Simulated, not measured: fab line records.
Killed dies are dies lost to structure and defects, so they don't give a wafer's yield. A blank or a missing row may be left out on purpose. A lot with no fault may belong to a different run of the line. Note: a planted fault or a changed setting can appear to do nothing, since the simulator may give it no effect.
The tool behind it: which one? -- flow ritCmos -- Sampling: 14 lots, 42 wafers, 7 of 202 route steps

== WHAT EACH GAUGE READ, for each wafer ==
RIT_GATE_THK_MEAS_09. Usual: GATE_POLY_THK typically reads 249.3 nm, with standard deviation 2.6.
lot,measured,on,GATE_POLY_THK (nm),flag
L152,day 2 12:55,filmMetro-01,250.1 249.6 249.1,
L154,day 2 23:03,filmMetro-03,247.5 246.7 246.1,
L155,day 3 02:37,filmMetro-03,251.4 250.6 252.3,
L156,day 3 08:22,filmMetro-04,251.3 252.7 253.7,
L158,day 3 17:50,filmMetro-01,250.1 249.1 250.7,
L165,day 5 06:19,filmMetro-01,246.7 247.6 246.8,
L167,day 5 19:14,filmMetro-01,254.6 252.8 253.7,
L169,day 6 01:10,filmMetro-01,248.9 249.7 251.5,
L170,day 6 10:06,filmMetro-01,248.7 250.0 248.5,
L171,day 6 12:10,filmMetro-04,246.3 246.9 247.0,
L172,day 6 15:44,filmMetro-01,257.0 253.9 253.9,
L173,day 6 21:18,filmMetro-03,248.5 246.8 246.7,
L174,day 7 01:55,filmMetro-03,252.8 251.7 250.8,
L175,day 7 06:09,filmMetro-01,249.7 252.0 249.3,

RIT_SDANNEAL_RS_MEAS_04: measures by four-point-probe. Usual: PSD_RS typically reads 116.0 ohm/sq, with standard deviation 0.3.
lot,measured,on,PSD_RS (ohm/sq),flag
L152,day 3 02:34,filmMetro-04,115.6 115.4 115.6,
L154,day 3 12:50,filmMetro-03,115.9 115.5 115.7,
L155,day 3 16:35,filmMetro-03,115.8 115.9 115.7,
L156,day 3 22:34,filmMetro-03,94.1 94.2 94.3,OFF
L158,day 4 07:47,filmMetro-03,94.0 94.1 94.1,OFF
L165,day 5 20:58,filmMetro-02,116.4 116.1 116.3,
L167,day 6 08:55,filmMetro-03,115.9 115.9 115.7,
L169,day 6 16:30,filmMetro-03,115.9 115.8 115.9,
L170,day 7 01:37,filmMetro-04,116.1 115.7 115.5,
L171,day 7 03:21,filmMetro-02,116.5 116.5 116.1,
L172,day 7 05:44,filmMetro-04,115.7 115.9 115.8,
L173,day 7 10:52,filmMetro-02,115.8 116.3 116.3,
L174,day 7 15:31,filmMetro-02,116.2 116.1 116.0,
L175,day 7 21:26,filmMetro-02,116.2 116.3 116.4,

RIT_SDANNEAL_RS_MEAS_05: measures by four-point-probe. Usual: NSD_RS typically reads 84.6 ohm/sq, with standard deviation 0.33.
lot,measured,on,NSD_RS (ohm/sq),flag
L152,day 3 02:41,filmMetro-04,84.9 84.8 84.8,
L154,day 3 12:58,filmMetro-03,84.3 83.9 84.1,
L155,day 3 16:42,filmMetro-03,84.3 84.2 84.4,
L156,day 3 22:41,filmMetro-03,83.6 83.6 83.6,OFF
L158,day 4 07:55,filmMetro-03,83.9 83.9 83.8,
L165,day 5 21:05,filmMetro-02,85.0 84.9 85.0,
L167,day 6 09:02,filmMetro-03,84.3 84.3 84.6,
L169,day 6 16:37,filmMetro-03,84.9 84.7 84.8,
L170,day 7 01:44,filmMetro-04,84.4 84.2 84.4,
L171,day 7 03:28,filmMetro-02,84.7 85.0 84.9,
L172,day 7 05:51,filmMetro-04,84.1 84.0 84.1,
L173,day 7 10:59,filmMetro-02,84.3 84.2 84.7,
L174,day 7 15:38,filmMetro-02,84.6 84.8 84.4,
L175,day 7 21:33,filmMetro-02,84.7 84.7 84.6,

RIT_SDANNEAL_RS_MEAS_06: measures by four-point-probe. Usual: PLDD_RS typically reads 178.6 ohm/sq, with standard deviation 0.48.
lot,measured,on,PLDD_RS (ohm/sq),flag
L152,day 3 02:48,filmMetro-04,178.7 178.6 178.8,
L154,day 3 13:05,filmMetro-03,179.6 178.4 178.9,
L155,day 3 16:49,filmMetro-03,178.1 178.6 178.6,
L156,day 3 22:49,filmMetro-03,160.2 159.3 159.9,OFF
L158,day 4 08:02,filmMetro-03,159.2 159.3 159.8,OFF
L165,day 5 21:13,filmMetro-02,179.1 178.2 178.4,
L167,day 6 09:09,filmMetro-03,178.5 178.2 178.2,
L169,day 6 16:44,filmMetro-03,178.5 179.0 179.3,
L170,day 7 01:52,filmMetro-04,178.1 178.3 178.3,
L171,day 7 03:35,filmMetro-02,178.2 179.0 178.4,
L172,day 7 05:58,filmMetro-04,178.4 178.6 178.9,
L173,day 7 11:06,filmMetro-02,179.0 178.9 178.8,
L174,day 7 15:46,filmMetro-02,179.1 178.6 179.3,
L175,day 7 21:40,filmMetro-02,177.8 178.3 178.1,

RIT_M1_BOW_MEAS_16. Usual: M1_BOW typically reads 18 um, with standard deviation 6.6.
lot,measured,on,M1_BOW (um),flag
L152,day 3 09:50,filmMetro-02,1 22 8,
L154,day 3 21:14,filmMetro-02,12 12 25,
L155,day 3 23:55,filmMetro-02,15 14 16,
L156,day 4 06:22,filmMetro-03,4 11 13,
L158,day 4 15:23,filmMetro-02,27 21 11,
L165,day 6 04:26,filmMetro-03,27 10 16,
L167,day 6 16:11,filmMetro-02,24 23 26,
L169,day 7 00:10,filmMetro-03,-1 21 22,
L170,day 7 08:55,filmMetro-04,8 25 19,
L171,day 7 11:29,filmMetro-04,14 12 19,
L172,day 7 13:25,filmMetro-03,22 22 23,
L173,day 7 18:40,filmMetro-02,16 22 12,
L174,day 7 22:59,filmMetro-02,22 17 25,
L175,day 8 04:44,filmMetro-02,9 14 13,

== WHAT TOOL EACH LOT RAN ON (gives the tool, then ch and the chambers of the sampled wafers, and finally the start) ==
lot,RIT_GATE_STRIP_20,RIT_SDANNEAL_RTA_03
L152,"plasmaAsher-01 ch 0,1, day 2 14:14","rtpAnneal-02 ch 0, day 3 02:29"
L154,"plasmaAsher-04 ch 0,1, day 3 00:37","rtpAnneal-02 ch 0, day 3 12:47"
L155,"plasmaAsher-01 ch 0,1, day 3 04:04","rtpAnneal-01 ch 0, day 3 16:31"
L156,"plasmaAsher-01 ch 0,1, day 3 10:07","rtpAnneal-02 ch 0, day 3 22:30"
L158,"plasmaAsher-01 ch 0,1, day 3 19:19","rtpAnneal-02 ch 0, day 4 07:44"
L165,"plasmaAsher-04 ch 0,1, day 5 08:12","rtpAnneal-01 ch 0, day 5 20:53"
L167,"plasmaAsher-04 ch 0,1, day 5 20:41","rtpAnneal-01 ch 0, day 6 08:50"
L169,"plasmaAsher-03 ch 0,1, day 6 02:37","rtpAnneal-01 ch 0, day 6 16:26"
L170,"plasmaAsher-04 ch 0,1, day 6 11:42","rtpAnneal-02 ch 0, day 7 01:34"
L171,"plasmaAsher-03 ch 1, day 6 13:37","rtpAnneal-01 ch 0, day 7 03:17"
L172,"plasmaAsher-03 ch 0,1, day 6 17:06","rtpAnneal-02 ch 0, day 7 05:38"
L173,"plasmaAsher-04 ch 0,1, day 6 22:38","rtpAnneal-01 ch 0, day 7 10:48"
L174,"plasmaAsher-01 ch 0,1, day 7 03:13","rtpAnneal-02 ch 0, day 7 15:28"
L175,"plasmaAsher-04 ch 0,1, day 7 07:31","rtpAnneal-01 ch 0, day 7 21:23"
- RIT_GATE_STRIP_20: strips in O2, time 180 s.
- RIT_SDANNEAL_RTA_03: time 5 s.

== AS READ BY THE TOOLS THEMSELVES (means over the sampled wafers that have a number; for cases with no such wafer, the mark the record gives instead) ==
RIT_GATE_STRIP_20. Usual: drypumpMotorCurrentA at 5.9 A, with a standard deviation of 0.49.
lot,tool,drypumpMotorCurrentA (A),flag
L152,plasmaAsher-01,6.1,
L154,plasmaAsher-04,5.4,
L155,plasmaAsher-01,6.2,
L156,plasmaAsher-01,6.1,
L158,plasmaAsher-01,6.2,
L165,plasmaAsher-04,5.4,
L167,plasmaAsher-04,5.4,
L169,plasmaAsher-03,6.0,
L170,plasmaAsher-04,5.4,
L171,plasmaAsher-03,6.0,
L172,plasmaAsher-03,5.9,
L173,plasmaAsher-04,5.4,
L174,plasmaAsher-01,6.2,
L175,plasmaAsher-04,5.4,

RIT_SDANNEAL_RTA_03. Usual: rampUpCPerS 342.00, standard deviation 0.059; wafer_temp_C_max 1053.6, standard deviation 1.1.
lot,tool,rampUpCPerS,wafer_temp_C_max,flag
L152,rtpAnneal-02,342.02,1053.5,
L154,rtpAnneal-02,342.02,1054.0,
L155,rtpAnneal-01,342.01,1054.5,
L156,rtpAnneal-02,342.01,1086.1,OFF
L158,rtpAnneal-02,342.05,1087.1,OFF
L165,rtpAnneal-01,342.02,1054.4,
L167,rtpAnneal-01,341.99,1053.8,
L169,rtpAnneal-01,341.99,1053.0,
L170,rtpAnneal-02,341.98,1053.5,
L171,rtpAnneal-01,342.03,1053.5,
L172,rtpAnneal-02,341.94,1053.0,
L173,rtpAnneal-01,341.99,1053.1,
L174,rtpAnneal-02,342.02,1053.6,
L175,rtpAnneal-01,341.94,1053.6,

== THE ANSWER, worked out from the rows above alone ==
Rule: a lot is off if the mean of its wafers that have a number lies more than 3 standard deviations from the usual mean. A lot without any number at a reading at which 4 lots or more have one is off too. Where the step has rows for the other lots, those lots are counted as sound. After the gauges, taken in route order, come the tools' own readings; for these a lot's mean is taken, as printed above. The first step at which some lot is off is used, and at that step the reading that is off furthest; a lot without a number counts as furthest.
Off: at RIT_SDANNEAL_RS_MEAS_04 (PSD_RS), L156, L158.
If a tool, at a process step before that reading, ran all the lots that are off and no sound lot after the first of them, it fits. The gauges at RIT_SDANNEAL_RS_MEAS_04 aren't tried: what is off there is off at RIT_SDANNEAL_RTA_03 too, on other tools, and a gauge's error can't cause that. No candidate that was tried fits.

== WHAT THE SIMULATOR PUT IN ==
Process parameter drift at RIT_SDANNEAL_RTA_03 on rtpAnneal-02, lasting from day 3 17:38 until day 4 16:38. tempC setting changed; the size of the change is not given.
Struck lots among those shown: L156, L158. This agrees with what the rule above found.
